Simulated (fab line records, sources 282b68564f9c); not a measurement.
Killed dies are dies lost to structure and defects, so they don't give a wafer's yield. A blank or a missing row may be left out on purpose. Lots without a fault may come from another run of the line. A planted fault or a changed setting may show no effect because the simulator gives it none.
fab line records | flow rit_cmos
record lots=5 wafers=15 last_day=6
route steps=202 shown CONTACT@172 M1@184
lots that met no fault: from a run of the same line without faults
start_h: hours from the record's first day to the start of the lot's first wafer shown | wait_h: hours since the lot's step before | " the same as in the row above | L1.1+2: a row that stands for several wafers | - no value, or no start given | * or withheld: withheld | < > ~ a bound
route shown NAME@n: a module of which the file shows steps, and the number in the route of the first | usual: mean/standard deviation of fault-free wafers | same: alike in all rows | chamber/n: place in a boat | sites: the reading at each site | _std_site: their standard deviation | _edge_site: outer sites' mean less inner sites' | radius_mm: how far each site lies from the wafer's centre | mask NAME#n: copy n | behind: the tool/chamber that last shaped the wafer | hold: why the lot was held/for how many hours/how that ended | device: the transistor (n, p or np) that didn't switch | end of line: the same wafers' tests at the end of the route | a step without rows: its recipe alone | killed: dies lost to structure and defects at the first sort, not the wafer's yield | map: a wafer's dies, x killed, . not, _ none there
set.NAME: the setting as run; set.NAME@STEP: as run at that earlier step | model.NAME: the simulator's own value behind a step, which no gauge read
lots at some steps of the route; a table a step, a row a wafer
services: from which hour (start_h, from the record's first day; less than 0 if before it) a tool's chamber was out of use, for how many hours, and why
## steps
# step RIT_CONTACT_SOFTBAKE_04
# recipe resist=NOVOLAK temp_c=90 time_s=60
# step RIT_CONTACT_EXPOSE_05
# recipe mask_id=M11 na=0.6 source_shape=conventional sigma_outer=0.5 target_cd_nm=1000 dose_mj=250
# step RIT_CONTACT_PEB_06
# recipe resist=NOVOLAK temp_c=withheld time_s=withheld
# step RIT_CONTACT_DEVELOP_07
# recipe resist=NOVOLAK develop_time_s=120 dev_temp_c=23
# step RIT_CONTACT_CD_MEAS_08
# recipe target_cd_nm=1000
# usual cd_nm=999.5/2.2
# columns lot.wafer tool chamber start_h wait_h cd_nm
L274.3 cd_sem-01 - 89.39 - 997.4
L274.5 " - " " 999.1
L274.6 " - " " 998.8
L276.1 cd_sem-02 - 92.88 - 995.2
L276.5 " - " " 997.3
L276.6 " - " " 999.7
L278.1 cd_sem-02 - 111.60 - 999.5
L278.2 " - " " 1000.6
L278.5 " - " " 1002.2
L282.1 cd_sem-02 - 122.58 - 1000.6
L282.3 " - " " 1000.3
L282.4 " - " " 998.0
L284.2 cd_sem-02 - 131.37 - 1000.8
L284.5 " - " " 999.6
L284.6 " - " " 999.6
# step RIT_CONTACT_OVL_MEAS_09
# usual CONTACT_OVL=-0.2/1.5
# columns lot.wafer tool chamber start_h wait_h CONTACT_OVL[nm]
L274.3 overlay-02 - 89.48 0.1 0.1
L274.5 " - " " -1.1
L274.6 " - " " 0.7
L276.1 overlay-02 - 93.00 0.1 -0.8
L276.5 " - " " -1.4
L276.6 " - " " 0.2
L278.1 overlay-02 - 111.72 0.1 -0.7
L278.2 " - " " 1.5
L278.5 " - " " 1.4
L282.1 overlay-01 - 122.70 0.1 -2.6
L282.3 " - " " -1.9
L282.4 " - " " -2.0
L284.2 overlay-02 - 131.47 0.1 -2.2
L284.5 " - " " -3.1
L284.6 " - " " 0.0
# step RIT_CONTACT_HARDBAKE_10
# recipe resist=NOVOLAK temp_c=140 time_s=60
# step RIT_CONTACT_ETCH_11
# recipe target_depth_a=4800 over_etch_frac=0.2 stop_on=TiSi2 chemistry=CHF3/CF4/Ar target=SiO2 CHF3_flow_sccm=50 cf4_flow_sccm=10 Ar_flow_sccm=100 O2_flow_sccm=5 pressure_mtorr=100 rf_w=200 time_s=320
# usual CHF3_flow_sccm=49.99/0.15 chamber_pressure_mTorr=100.01/0.087 drypump_motor_current_A=6.0/0.49 oes_product_au=0.991/0.016 throttle_valve_pct=8.93/0.13
# columns lot.wafer tool chamber start_h wait_h CHF3_flow_sccm chamber_pressure_mTorr drypump_motor_current_A oes_product_au rf_hours_counter_h throttle_valve_pct
L274.3 rie_diel-04 0 89.66 0.1 49.97 100.12 5.8 0.992 161 8.94
L274.5 " 3 " " 49.99 99.96 5.5 0.967 - 8.80
L274.6 " 2 " " 49.95 99.99 6.6 0.999 - 8.80
L276.1 rie_diel-02 3 93.19 0.1 50.21 100.15 6.1 1.020 106 8.99
L276.5 " 3 " " 50.06 100.16 6.1 1.028 - 8.98
L276.6 " 2 " " 50.19 100.11 5.3 1.002 - 9.04
L278.1 rie_diel-02 3 111.91 0.1 50.01 100.00 6.1 1.018 106 8.97
L278.2 " 1 " " 50.00 100.04 6.1 1.011 152 8.75
L278.5 " 2 " " 49.83 100.15 5.3 0.998 - 9.04
L282.1 rie_diel-03 1 122.88 0.1 49.55 100.08 6.2 0.991 53 8.91
L282.3 " 3 " " 49.83 99.97 6.4 0.994 111 8.92
L282.4 " 2 " " 49.83 99.96 5.4 0.979 - 9.18
L284.2 rie_diel-02 0 131.65 0.1 50.04 99.96 5.6 0.977 82 8.87
L284.5 " 2 " " 49.77 100.02 5.3 0.995 - 9.02
L284.6 " 1 " " 50.23 100.06 6.1 1.018 - 8.74
# step RIT_CONTACT_STRIP_12
# recipe chemistry=O2 time_s=180 resist=NOVOLAK platen_temp_c=withheld power_w=500 pressure_mtorr=4000 o2_flow_sccm=4000
# usual chamber_pressure_mTorr=4000/3.6 drypump_motor_current_A=5.8/0.31
# columns lot.wafer tool chamber start_h wait_h chamber_pressure_mTorr drypump_motor_current_A rf_hours_counter_h
L274.3 plasma_asher-03 1 89.91 0.2 3998 5.3 -
L274.5 " 0 " " 4003 6.0 -
L274.6 " 1 " " 3995 5.3 -
L276.1 plasma_asher-02 0 93.38 0.1 3998 6.2 45
L276.5 " 0 " " 3997 6.2 -
L276.6 " 1 " " 4000 5.9 -
L278.1 plasma_asher-02 1 112.10 0.1 3996 5.9 48
L278.2 " 0 " " 3999 6.2 48
L278.5 " 1 " " 3997 5.9 -
L282.1 plasma_asher-04 1 123.08 0.1 4001 5.6 47
L282.3 " 1 " " 3997 5.6 -
L282.4 " 0 " " 4004 5.4 -
L284.2 plasma_asher-03 0 131.85 0.1 3996 6.0 35
L284.5 " 1 " " 3997 5.3 -
L284.6 " 0 " " 4000 6.0 -
# step RIT_CONTACT_CD_MEAS_90
# recipe target_cd_nm=1000
# usual cd_nm=999.4/2.1
# columns lot.wafer tool chamber start_h wait_h cd_nm
L274.3 cd_sem-01 - 90.07 0.1 998.1
L274.5 " - " " 998.4
L274.6 " - " " 998.4
L276.1 cd_sem-01 - 93.56 0.1 995.5
L276.5 " - " " 997.6
L276.6 " - " " 1000.2
L278.1 cd_sem-01 - 112.28 0.1 999.7
L278.2 " - " " 1000.1
L278.5 " - " " 1001.8
L282.1 cd_sem-02 - 123.25 0.1 1000.5
L282.3 " - " " 999.7
L282.4 " - " " 997.7
L284.2 cd_sem-02 - 132.04 0.1 1000.6
L284.5 " - " " 999.4
L284.6 " - " " 999.1
# step RIT_CONTACT_CLEAN_13
# recipe chemistry=SC1 mix=3:3:50 time_s=600 temp_c=75
# step RIT_CONTACT_CLEAN_14
# recipe chemistry=SC2 mix=3:3:50 time_s=600 temp_c=75 dry=n2_spin
# step RIT_M1_SPUTTER_00
# recipe material=Al target_thk_nm=400 power_w=2000 chamber_pressure_pa=0.4 gas=Ar time_s=500 substrate_temp_c=25
# usual cathode_dc_power_W=2000.0/0.31 throttle_valve_pct=30.3/0.74
# columns lot.wafer tool chamber start_h wait_h cathode_dc_power_W throttle_valve_pct
L274.3 pvd_sputter-02 - 90.50 0.0 1999.9 29.5
L274.5 " - " " 2000.1 29.5
L274.6 " - " " 1999.4 31.3
L276.1 pvd_sputter-03 - 94.03 0.0 1999.9 31.1
L276.5 " - " " 1999.9 30.6
L276.6 " - " " 1999.5 30.2
L278.1 pvd_sputter-02 - 112.78 0.0 2000.3 31.0
L278.2 " - " " 2000.3 31.4
L278.5 " - " " 1999.6 29.5
L282.1 pvd_sputter-01 - 123.75 0.0 1999.8 30.3
L282.3 " - " " 1999.8 29.9
L282.4 " - " " 1999.9 30.5
L284.2 pvd_sputter-01 - 132.53 0.0 2000.7 30.2
L284.5 " - " " 2000.2 29.6
L284.6 " - " " 1999.8 30.1
# step RIT_M1_RS_MEAS_01
# recipe thk_meas_gauge=four-point-probe reads=Al_of_M1_SPUTTER_00
# usual M1_AL_RS=0.0735/0.00066
# columns lot.wafer tool chamber start_h wait_h M1_AL_RS[ohm/sq]
L274.3 film_metro-01 - 90.83 0.2 0.0734
L274.5 " - " " 0.0733
L274.6 " - " " 0.0735
L276.1 film_metro-03 - 94.32 0.1 0.0737
L276.5 " - " " 0.0730
L276.6 " - " " 0.0730
L278.1 film_metro-02 - 113.08 0.1 0.0727
L278.2 " - " " 0.0729
L278.5 " - " " 0.0719
L282.1 film_metro-03 - 124.05 0.1 0.0734
L282.3 " - " " 0.0726
L282.4 " - " " 0.0740
L284.2 film_metro-01 - 132.84 0.2 0.0737
L284.5 " - " " 0.0751
L284.6 " - " " 0.0749
# step RIT_M1_THK_MEAS_02
# recipe thk_meas_gauge=xrf reads=Al_of_M1_SPUTTER_00
# usual M1_AL_THK=399/3.7
# columns lot.wafer tool chamber start_h wait_h M1_AL_THK[nm]
L274.3 film_metro-01 - 90.93 0.1 402
L274.5 " - " " 402
L274.6 " - " " 400
L276.1 film_metro-03 - 94.44 0.1 397
L276.5 " - " " 401
L276.6 " - " " 398
L278.1 film_metro-02 - 113.20 0.1 403
L278.2 " - " " 401
L278.5 " - " " 408
L282.1 film_metro-03 - 124.17 0.1 395
L282.3 " - " " 400
L282.4 " - " " 394
L284.2 film_metro-01 - 132.95 0.1 400
L284.5 " - " " 391
L284.6 " - " " 391
# step RIT_M1_HMDS_03
# recipe prime_time_s=60 prime_temp_c=140
# step RIT_M1_COAT_04
# recipe resist=NOVOLAK spin_rpm=2000 resist_thk_nm=1300
# step RIT_M1_SOFTBAKE_05
# recipe resist=NOVOLAK temp_c=90 time_s=60
# step RIT_M1_EXPOSE_06
# recipe mask_id=M12 na=0.6 source_shape=conventional sigma_outer=0.5 target_cd_nm=2600 dose_mj=250
# step RIT_M1_PEB_07
# recipe resist=NOVOLAK temp_c=withheld time_s=withheld
# step RIT_M1_DEVELOP_08
# recipe resist=NOVOLAK develop_time_s=68 dev_temp_c=23
# step RIT_M1_CD_MEAS_09
# recipe target_cd_nm=2600
# usual cd_nm=2601.0/2.7
# columns lot.wafer tool chamber start_h wait_h cd_nm
L274.3 cd_sem-01 - 91.89 - 2602.0
L274.5 " - " " 2599.1
L274.6 " - " " 2601.4
L276.1 cd_sem-02 - 95.38 - 2602.4
L276.5 " - " " 2602.5
L276.6 " - " " 2602.6
L278.1 cd_sem-01 - 114.36 - 2604.0
L278.2 " - " " 2601.0
L278.5 " - " " 2600.2
L282.1 cd_sem-02 - 125.34 - 2598.9
L282.3 " - " " 2598.0
L282.4 " - " " 2599.5
L284.2 cd_sem-02 - 134.00 - 2598.7
L284.5 " - " " 2599.6
L284.6 " - " " 2601.8
# step RIT_M1_OVL_MEAS_10
# usual M1_OVL=0.2/1.2
# columns lot.wafer tool chamber start_h wait_h M1_OVL[nm]
L274.3 overlay-01 - 91.98 0.1 0.3
L274.5 " - " " -1.1
L274.6 " - " " 0.0
L276.1 overlay-02 - 95.50 0.1 1.3
L276.5 " - " " 1.4
L276.6 " - " " 0.7
L278.1 overlay-01 - 114.48 0.1 2.5
L278.2 " - " " 0.7
L278.5 " - " " -0.1
L282.1 overlay-01 - 125.46 0.1 0.6
L282.3 " - " " 0.2
L282.4 " - " " 0.4
L284.2 overlay-01 - 134.11 0.1 -0.7
L284.5 " - " " 1.3
L284.6 " - " " 1.9
# step RIT_M1_HARDBAKE_11
# recipe resist=NOVOLAK temp_c=140 time_s=120
# step RIT_M1_METAL_ETCH_12
# recipe stop_on=SiO2 chemistry=Cl2/BCl3 target=Al time_s=165 over_etch_frac=0.5 pressure_mtorr=100 target_depth_a=6000 rf_w=250 Cl2_flow_sccm=60 bcl3_flow_sccm=50
# usual chamber_pressure_mTorr=100.00/0.09 drypump_motor_current_A=5.9/0.47 oes_product_au=0.774/0.011 throttle_valve_pct=8.24/0.14
# columns lot.wafer tool chamber start_h wait_h chamber_pressure_mTorr drypump_motor_current_A oes_product_au rf_hours_counter_h throttle_valve_pct
L274.3 rie_metal-02 0 92.36 0.2 99.88 5.3 0.783 - 8.39
L274.5 " 1 " " 99.90 6.2 0.779 - 8.13
L274.6 " 0 " " 99.94 5.3 0.777 - 8.39
L276.1 rie_metal-01 0 95.79 0.2 99.78 5.9 0.783 37 8.41
L276.5 " 0 " " 100.00 6.0 0.785 - 8.41
L276.6 " 0 " " 99.91 5.9 0.789 - 8.41
L278.1 rie_metal-01 1 114.81 0.2 100.17 6.7 0.789 34 8.32
L278.2 " 0 " " 100.06 5.9 0.793 38 8.43
L278.5 " 0 " " 99.97 5.9 0.798 - 8.40
L282.1 rie_metal-01 1 125.75 0.2 99.87 6.7 0.788 35 8.30
L282.3 " 0 " " 100.20 5.9 0.791 - 8.41
L282.4 " 1 " " 99.98 6.7 0.789 - 8.32
L284.2 rie_metal-04 0 134.39 0.2 100.02 6.3 0.755 1 8.15
L284.5 " 1 " " 100.20 5.3 0.752 - 8.03
L284.6 " 0 " " 99.89 6.3 0.768 - 8.18
# step RIT_M1_STRIP_13
# recipe chemistry=nmp resist=NOVOLAK temp_c=80 time_s=600 dry=n2_spin
# step RIT_M1_STRIP_14
# recipe chemistry=O2 time_s=180 platen_temp_c=withheld power_w=500 pressure_mtorr=4000 o2_flow_sccm=4000
# usual chamber_pressure_mTorr=4000/3.7 drypump_motor_current_A=5.66/0.27
# columns lot.wafer tool chamber start_h wait_h chamber_pressure_mTorr drypump_motor_current_A rf_hours_counter_h
L274.3 plasma_asher-01 1 92.70 0.1 3998 5.54 -
L274.5 " 0 " " 4002 6.01 -
L274.6 " 1 " " 4000 5.52 -
L276.1 plasma_asher-03 0 96.29 0.0 3998 6.00 31
L276.5 " 0 " " 3996 6.02 -
L276.6 " 1 " " 4000 5.32 -
L278.1 plasma_asher-03 0 115.39 0.0 3998 6.01 34
L278.2 " 1 " " 4002 5.32 34
L278.5 " 0 " " 4001 6.00 -
L282.1 plasma_asher-03 0 126.08 0.0 3996 6.01 35
L282.3 " 1 " " 4007 5.33 -
L282.4 " 0 " " 3979 6.02 -
L284.2 plasma_asher-01 1 134.73 0.0 3999 5.57 2
L284.5 " 1 " " 4005 5.58 -
L284.6 " 0 " " 4006 5.98 -
# step RIT_M1_CD_MEAS_90
# recipe target_cd_nm=2600
# usual cd_nm=2601/3.1
# columns lot.wafer tool chamber start_h wait_h cd_nm
L274.3 cd_sem-01 - 92.86 0.1 2600
L274.5 " - " " 2598
L274.6 " - " " 2598
L276.1 cd_sem-02 - 96.46 0.1 2602
L276.5 " - " " 2602
L276.6 " - " " 2602
L278.1 cd_sem-02 - 115.57 0.1 2604
L278.2 " - " " 2600
L278.5 " - " " 2601
L282.1 cd_sem-02 - 126.26 0.1 2601
L282.3 " - " " 2598
L282.4 " - " " 2601
L284.2 cd_sem-02 - 134.92 0.1 2598
L284.5 " - " " 2600
L284.6 " - " " 2602
# step RIT_M1_ANNEAL_15
# recipe temp_c=450 time_s=1800 ambient=forming_gas_H2N2
# step RIT_M1_BOW_MEAS_16
# recipe mode=bow
# usual M1_BOW=17/5.9
# columns lot.wafer tool chamber start_h wait_h M1_BOW[um]
L274.3 film_metro-02 - 94.48 0.0 20
L274.5 " - " " 16
L274.6 " - " " 12
L276.1 film_metro-03 - 98.08 0.0 22
L276.5 " - " " 12
L276.6 " - " " 15
L278.1 film_metro-01 - 117.19 0.0 21
L278.2 " - " " 9
L278.5 " - " " 17
L282.1 film_metro-02 - 127.88 0.0 19
L282.3 " - " " 10
L282.4 " - " " 23
L284.2 film_metro-02 - 136.54 0.0 11
L284.5 " - " " 15
L284.6 " - " " 16
# step RIT_M1_PROBE_99
# usual defect_limited_yield=97.5/1.2 killed_at_M0_to_M3=0.0/0.12 killed_at_contacts=0.1/0.32 killed_at_front_end=6/3.1 killed_dies=7/3.2 killed_open=3.1/1.9 killed_short=3.5/2.2 sort_bin_3_pad_short=0.2/0.24 sort_bin_5_function=1.5/0.86 sort_bin_6_memory=0.9/0.59 sort_n_pass=257/3.2 sort_yield_pct=97.5/1.2
# same gross_dies=264 killed_at_M4_up=0 killed_at_back_side=0 killed_at_other=0
# columns lot.wafer tool chamber start_h wait_h defect_limited_yield[%] killed_at_M0_to_M3 killed_at_contacts killed_at_front_end killed_dies killed_open killed_short sort_bin_3_pad_short[%] sort_bin_5_function[%] sort_bin_6_memory[%] sort_n_pass sort_yield_pct[%] model.etest.tester.sort_bin_5_pct
L274.3 prober-01 - 94.66 0.2 95.5 0 0 12 12 2 10 0.4 2.3 1.9 252 95.5 2.273
L274.5 prober-01 - 94.76 0.2 97.7 0 1 5 6 2 4 0.4 1.1 0.8 258 97.7 1.136
L274.6 prober-01 - 94.81 0.2 97.3 0 0 7 7 2 5 0.4 1.1 1.1 257 97.3 1.136
L276.1 prober-01 - 98.20 0.1 97.0 0 0 8 8 3 5 0 1.9 1.1 256 97.0 1.894
L276.5 prober-01 - 98.40 0.2 98.1 0 0 5 5 2 3 0.4 1.5 0 259 98.1 1.515
L276.6 prober-01 - 98.45 0.2 98.5 0 1 3 4 1 3 0.4 0.8 0.4 260 98.5 0.7576
L278.1 prober-02 - 117.31 0.1 97.3 4 0 3 7 2 1 0 2.3 0.4 257 97.3 2.273
L278.2 prober-02 - 117.36 0.1 96.6 0 0 9 9 6 3 0.4 1.9 1.1 255 96.6 1.894
L278.5 prober-02 - 117.51 0.2 98.5 0 0 4 4 0 4 0 1.1 0.4 260 98.5 1.136
L282.1 prober-01 - 128.00 0.1 96.2 0 0 10 10 5 5 0 2.7 1.1 254 96.2 2.652
L282.3 prober-01 - 128.10 0.2 98.1 0 0 5 5 2 3 0 1.1 0.8 259 98.1 1.136
L282.4 prober-01 - 128.15 0.2 98.1 0 0 5 5 3 2 0 1.1 0.8 259 98.1 1.136
L284.2 prober-01 - 136.69 0.1 99.6 0 0 1 1 0 1 0 0.4 0 263 99.6 0.3788
L284.5 prober-01 - 136.84 0.2 96.6 0 0 9 9 6 3 0.4 1.5 1.5 255 96.6 1.515
L284.6 prober-01 - 136.89 0.2 94.7 0 0 14 14 9 5 0.4 3.4 1.5 250 94.7 3.409
# killed by level:class
L274.3 REOX:geometric_particle:short=6 SPACER:geometric_particle:short=2 FOX2:geometric_particle:short=1 GATE:geometric_particle:short=1 GATE:geometric_particle:open=1 REOX:geometric_particle:open=1
L274.5 SILICIDE:geometric_particle:short=2 GATE:geometric_particle:open=1 GATE:geometric_particle:short=1 SPACER:geometric_particle:open=1 CONTACT:geometric_particle:short=1
L274.6 GATE:geometric_particle:short=2 REOX:geometric_particle:short=2 FOX2:geometric_particle:short=1 GATE:geometric_particle:open=1 REOX:geometric_particle:open=1
L276.1 SILICIDE:geometric_particle:open=3 FOX1:geometric_particle:short=1 GATE:geometric_particle:short=1 REOX:geometric_particle:short=1 SPACER:geometric_particle:short=1 SILICIDE:geometric_particle:short=1
L276.5 GATE:geometric_particle:short=2 FOX1:geometric_particle:open=1 FOX1:geometric_particle:short=1 GATE:geometric_particle:open=1
L276.6 FOX1:geometric_particle:short=1 GATE:geometric_particle:open=1 SPACER:geometric_particle:short=1 CONTACT:geometric_particle:short=1
L278.1 M1:unspecified=4 GATE:geometric_particle:short=1 GATE:geometric_particle:open=1 SILICIDE:geometric_particle:open=1
L278.2 REOX:geometric_particle:open=3 GATE:geometric_particle:short=1 GATE:geometric_particle:open=1 REOX:geometric_particle:short=1 SPACER:geometric_particle:open=1 SPACER:geometric_particle:short=1 SILICIDE:geometric_particle:open=1
L278.5 REOX:geometric_particle:short=2 GATE:geometric_particle:short=1 SPACER:geometric_particle:short=1
L282.1 GATE:geometric_particle:short=3 REOX:geometric_particle:open=2 FOX1:geometric_particle:open=1 GATE:geometric_particle:open=1 SILICIDE:geometric_particle:short=1 SILICIDE:geometric_particle:open=1 STARTING-WAFER:geometric_particle:short=1
L282.3 SILICIDE:geometric_particle:short=3 FOX1:geometric_particle:open=1 GATE:geometric_particle:open=1
L282.4 GATE:geometric_particle:open=2 FOX1:geometric_particle:short=1 FOX2:geometric_particle:short=1 SPACER:geometric_particle:open=1
L284.2 SILICIDE:geometric_particle:short=1
L284.5 GATE:geometric_particle:short=3 REOX:geometric_particle:open=2 SILICIDE:geometric_particle:open=2 GATE:geometric_particle:open=1 SPACER:geometric_particle:open=1
L284.6 GATE:geometric_particle:open=5 GATE:geometric_particle:short=4 SPACER:geometric_particle:open=2 FOX2:geometric_particle:open=1 REOX:geometric_particle:open=1 SILICIDE:geometric_particle:short=1
# map L278.2 (x killed, . not)
________......._______
_____......x...x..____
____...............___
___............x....__
__..................._
__..................._
_................x....
_.............x.......
_.....................
_...........x.........
__...........x......._
__..................._
___.................__
____...............___
_____..x...x......____
________......._______
# map L274.3 (x killed, . not)
________......._______
_____.............____
____...............___
___............x....__
__............x.x...._
__...........x......._
_.....................
_.....................
_x....x.......x....xx.
_...............x.....
__....x.............._
__..................._
___.................__
____...............___
_____.............____
________..x...._______
## services
# columns tool chamber start_h hours kind
pvd_sputter-03 - 68.93 4.9 repair
pvd_sputter-02 - 81.01 1.1 repair
plasma_asher-04 - 85.90 2.0 repair
rie_metal-01 1 86.08 21.7 repair
rie_metal-02 1 86.76 3.3 repair
pvd_sputter-03 - 87.88 5.0 repair
plasma_asher-04 - 89.52 2.1 repair
rie_diel-02 - 92.53 0.3 repair
rie_diel-02 2 95.01 11.4 repair
rie_diel-04 0 98.92 - clean
rie_diel-04 0 98.92 19.9 scheduled_down
rie_diel-04 0 98.92 19.9 vent_cycle
rie_diel-03 3 101.35 5.6 repair
rie_diel-03 0 104.54 33.8 repair
plasma_asher-01 - 108.75 9.0 pm
plasma_asher-01 0 108.75 9.0 vent_cycle
plasma_asher-01 1 108.75 9.0 vent_cycle
plasma_asher-01 0 117.75 - clean
plasma_asher-01 1 117.75 - clean
rie_diel-03 1 125.62 6.0 repair
rie_diel-03 - 131.92 1.6 repair
## key
first_sign step=RIT_M1_PROBE_99 reading=killed_at_M0_to_M3 direction=up sigmas=4 usual=0.0 struck=4
effect none on later readings
model_effect step=RIT_M1_PROBE_99 value=etest.tester.sort_bin_5_pct without=0.7576 struck=2.273
met_at RIT_M1_SPUTTER_00
struck_wafers L278.1
onset_between 90.50 112.78
fault kind=chamber_particle_source tool=pvd_sputter-02 chamber=- onset_h=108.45 steps=RIT_M1_SPUTTER_00 rate_per_visit_cm2=0.014153 end_h=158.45 scope=struck_wafers_only
